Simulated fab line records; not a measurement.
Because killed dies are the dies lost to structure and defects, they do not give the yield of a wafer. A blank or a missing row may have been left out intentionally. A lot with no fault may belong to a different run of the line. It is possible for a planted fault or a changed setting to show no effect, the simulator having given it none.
Which of the tools did it? | flow berkeley_cmos170 | 14 lots, 42 wafers sampled, at 6 steps of a route of 331

## WHAT THE GAUGES READ, wafer by wafer
UCB170_PVT_OVL_MEAS_06. Usual: PVT_OVL typically reads 5 nm, with standard deviation 7.
lot  | measured     | on         | PVT_OVL (nm) | flag
L107 | day 5 06:19  | overlay-02 | 4 19 -1      |
L110 | day 6 04:29  | overlay-02 | 15 13 12     |
L109 | day 6 04:43  | overlay-02 | -7 -6 -3     |
L112 | day 6 07:33  | overlay-02 | 4 4 5        |
L111 | day 6 07:43  | overlay-02 | 8 7 4        |
L114 | day 6 16:20  | overlay-01 | 22 18 13     |
L115 | day 6 16:36  | overlay-01 | 10 3 1       |
L116 | day 7 10:04  | overlay-02 | 17 9 9       |
L117 | day 7 10:19  | overlay-01 | -6 -12 -4    |
L118 | day 7 14:10  | overlay-02 | 9 8 7        |
L119 | day 7 14:27  | overlay-01 | -1 1 0       |
L128 | day 9 20:42  | overlay-02 | -2 1 -2      |
L129 | day 10 02:45 | overlay-01 | 9 13 15      |
L130 | day 10 03:23 | overlay-02 | 7 8 4        |

UCB170_GATE_THK_MEAS_02. Usual: GATE_OXIDE_THK typically reads 6.57 nm, with standard deviation 0.12.
lot  | measured     | on            | GATE_OXIDE_THK (nm) | flag
L107 | day 5 09:14  | film_metro-02 | 6.65 6.60 6.54      |
L110 | day 6 07:58  | film_metro-03 | 6.62 6.47 6.51      |
L109 | day 6 07:58  | film_metro-02 | 6.79 6.73 6.72      |
L112 | day 6 11:07  | film_metro-02 | 6.73 6.67 6.78      |
L111 | day 6 11:07  | film_metro-03 | 6.48 6.34 6.36      |
L114 | day 6 21:43  | film_metro-03 | 6.83 6.65 6.56      |
L115 | day 6 21:43  | film_metro-02 | 6.73 6.82 6.54      |
L116 | day 7 12:44  | film_metro-02 | 6.64 6.36 6.58      |
L117 | day 7 12:44  | film_metro-01 | 6.55 6.56 6.57      |
L118 | day 7 19:41  | film_metro-03 | 6.58 6.77 6.79      |
L119 | day 7 19:41  | film_metro-01 | 6.67 6.69 6.72      |
L128 | day 10 02:42 | film_metro-03 | 6.44 6.49 6.48      |
L129 | day 10 08:10 | film_metro-02 | 6.49 6.56 6.54      |
L130 | day 10 08:09 | film_metro-03 | 6.55 6.57 6.51      |

UCB170_GATE_THK_MEAS_05. Usual: GATE_POLY_THK typically reads 215.4 nm, with standard deviation 2.1.
lot  | measured     | on            | GATE_POLY_THK (nm) | flag
L107 | day 5 14:33  | film_metro-03 | 214.4 213.8 213.5  |
L110 | day 6 13:31  | film_metro-03 | 214.1 217.2 214.8  |
L109 | day 6 13:31  | film_metro-02 | 215.6 215.8 217.2  |
L112 | day 6 16:20  | film_metro-01 | 212.9 215.8 214.6  |
L111 | day 6 16:20  | film_metro-02 | 216.2 215.3 215.2  |
L114 | day 7 01:13  | film_metro-02 | 211.9 210.0 214.3  |
L115 | day 7 01:13  | film_metro-03 | 216.9 215.6 216.5  |
L116 | day 7 16:59  | film_metro-02 | 217.7 217.2 216.4  |
L117 | day 7 17:02  | film_metro-02 | 215.6 214.2 213.7  |
L118 | day 8 01:10  | film_metro-02 | 224.7 223.5 224.1  | OFF
L119 | day 8 01:10  | film_metro-03 | 226.1 225.3 224.7  | OFF
L128 | day 10 09:06 | film_metro-01 | 216.4 215.1 216.1  |
L129 | day 10 14:07 | film_metro-01 | 219.6 216.7 216.4  |
L130 | day 10 14:05 | film_metro-02 | 216.4 216.4 217.1  |

UCB170_PLDD_CD_MEAS_06: target cd 1200 nm. Usual: 1200.1 nm for cd_nm, sd 1.4.
lot  | measured     | on        | cd_nm (nm)           | flag
L107 | day 5 17:45  | cd_sem-01 | 1201.0 1202.2 1201.6 |
L110 | day 6 18:56  | cd_sem-01 | 1198.7 1198.5 1198.6 |
L109 | day 6 18:35  | cd_sem-02 | 1201.4 1203.0 1200.6 |
L112 | day 6 19:43  | cd_sem-02 | 1200.4 1200.5 1200.4 |
L111 | day 6 19:28  | cd_sem-02 | 1198.1 1198.7 1197.9 |
L114 | day 7 05:54  | cd_sem-01 | 1198.3 1197.5 1196.9 |
L115 | day 7 06:10  | cd_sem-01 | 1200.0 1200.9 1201.4 |
L116 | day 7 20:11  | cd_sem-01 | 1199.5 1198.1 1200.2 |
L117 | day 7 20:19  | cd_sem-01 | 1196.8 1197.4 1198.5 |
L118 | day 8 04:28  | cd_sem-01 | 1200.0 1199.8 1201.2 |
L119 | day 8 04:41  | cd_sem-02 | 1199.6 1199.3 1199.8 |
L128 | day 10 11:52 | cd_sem-01 | 1198.8 1199.4 1199.1 |
L129 | day 10 16:32 | cd_sem-01 | 1200.3 1199.6 1200.2 |
L130 | day 10 16:51 | cd_sem-02 | 1199.1 1199.1 1199.9 |

## TOOL THAT RAN EACH LOT (tool first, then ch and the chambers of the sampled wafers, then the start)
lot  | UCB170_GATE_CVD_04          | UCB170_GATE_ETCH_15
L107 | lpcvd-02 ch 1, day 5 12:26  | rie_si-01 ch 0,3, day 5 16:14
L110 | lpcvd-01 ch 1, day 6 12:05  | rie_si-02 ch 2,3, day 6 15:25
L109 | lpcvd-01 ch 0, day 6 12:05  | rie_si-01 ch 0,2,3, day 6 15:18
L112 | lpcvd-01 ch 1, day 6 14:55  | rie_si-01 ch 0,2,3, day 6 17:51
L111 | lpcvd-01 ch 1, day 6 14:55  | rie_si-02 ch 0,3, day 6 17:40
L114 | lpcvd-02 ch 1, day 6 23:49  | rie_si-02 ch 0,2,3, day 7 03:00
L115 | lpcvd-02 ch 0, day 6 23:49  | rie_si-01 ch 0,2, day 7 03:17
L116 | lpcvd-02 ch 1, day 7 15:35  | rie_si-02 ch 1,2,3, day 7 18:37
L117 | lpcvd-02 ch 0, day 7 15:35  | rie_si-01 ch 0,3, day 7 18:44
L118 | lpcvd-02 ch 1, day 7 23:45  | rie_si-01 ch 1,2, day 8 02:39
L119 | lpcvd-02 ch 1, day 7 23:45  | rie_si-02 ch 0,1,3, day 8 02:23
L128 | lpcvd-01 ch 1, day 10 07:41 | rie_si-02 ch 0,1,2, day 10 10:31
L129 | lpcvd-01 ch 0, day 10 12:41 | rie_si-01 ch 0,2, day 10 15:11
L130 | lpcvd-01 ch 1, day 10 12:41 | rie_si-02 ch 0,3, day 10 15:26
- UCB170_GATE_CVD_04: deposits poly-Si from SiH4, time 1440 s, target thk 214 nm.
- UCB170_GATE_ETCH_15: etches poly-Si in HBr/Cl2, stops on SiO2, time 56.3 s, target depth 278.2 nm.

## WHAT THE TOOLS THEMSELVES READ (means of the sampled wafers that have a number; where no wafer has one, the mark that the record gives instead)
UCB170_GATE_CVD_04. Usual: 26.2 % for zone_power_centre_pct, sd 2.
lot  | tool     | zone_power_centre_pct (%) | flag
L107 | lpcvd-02 | 26.1                      |
L110 | lpcvd-01 | 28.7                      |
L109 | lpcvd-01 | 25.1                      |
L112 | lpcvd-01 | 29.1                      |
L111 | lpcvd-01 | 28.7                      |
L114 | lpcvd-02 | 26.6                      |
L115 | lpcvd-02 | 22.6                      |
L116 | lpcvd-02 | 26.7                      |
L117 | lpcvd-02 | 22.7                      |
L118 | lpcvd-02 | 26.5                      |
L119 | lpcvd-02 | 26.5                      |
L128 | lpcvd-01 | 28.7                      |
L129 | lpcvd-01 | 25.0                      |
L130 | lpcvd-01 | 28.5                      |

UCB170_GATE_ETCH_15. Usual: drypump_motor_current_A 5.8 A, standard deviation 0.61; oes_product_au 0.835 a.u., standard deviation 0.0095; throttle_valve_pct 26.46 %, standard deviation 0.21.
lot  | tool      | drypump_motor_current_A (A) | oes_product_au (a.u.) | throttle_valve_pct (%) | flag
L107 | rie_si-01 | 6.4                         | 0.828                 | 26.73                  |
L110 | rie_si-02 | 5.3                         | 0.841                 | 26.27                  |
L109 | rie_si-01 | 6.2                         | 0.835                 | 26.63                  |
L112 | rie_si-01 | 6.2                         | 0.826                 | 26.63                  |
L111 | rie_si-02 | 6.0                         | 0.829                 | 26.18                  |
L114 | rie_si-02 | 5.8                         | 0.829                 | 26.28                  |
L115 | rie_si-01 | 6.1                         | 0.833                 | 26.53                  |
L116 | rie_si-02 | 5.2                         | 0.848                 | 26.41                  |
L117 | rie_si-01 | 6.2                         | 0.830                 | 26.60                  |
L118 | rie_si-01 | 5.6                         | 0.858                 | 26.54                  |
L119 | rie_si-02 | 5.4                         | 0.864                 | 26.31                  | OFF
L128 | rie_si-02 | 5.7                         | 0.839                 | 26.42                  |
L129 | rie_si-01 | 6.1                         | 0.832                 | 26.51                  |
L130 | rie_si-02 | 5.5                         | 0.840                 | 26.16                  |

## THE ANSWER, worked out from the rows above alone
Rule: a lot counts as off when the mean over its wafers that have a number is more than 3 standard deviations away from the usual mean. A lot without any number at a reading at which 4 lots or more have one is off too. All remaining lots with rows at the step are treated as sound. Order of review: gauges by route order, followed by the tools' own readings, for which a lot's mean as printed above is used. At the first step where some lot is off, the reading lying furthest off is the one used; lots without a number count as furthest.
Off: L118, L119, at UCB170_GATE_THK_MEAS_05 (GATE_POLY_THK).
If a tool, at a process step before that reading, ran all the lots that are off and no sound lot after the first of them, it fits. Gauges at UCB170_GATE_THK_MEAS_05: tried the same way as those tools. One candidate fits, namely lpcvd-02 at UCB170_GATE_CVD_04. Its last sound lot is L116 (day 7 15:35), its first lot that is off L118 (day 7 23:45): a fault that began between those two fits.

## WHAT THE SIMULATOR HAD INSERTED
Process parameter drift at UCB170_GATE_CVD_04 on lpcvd-02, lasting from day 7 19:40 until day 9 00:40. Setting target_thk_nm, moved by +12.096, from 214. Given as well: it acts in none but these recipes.
Shown lots that were struck: L118, L119. The rule above reached the same finding.
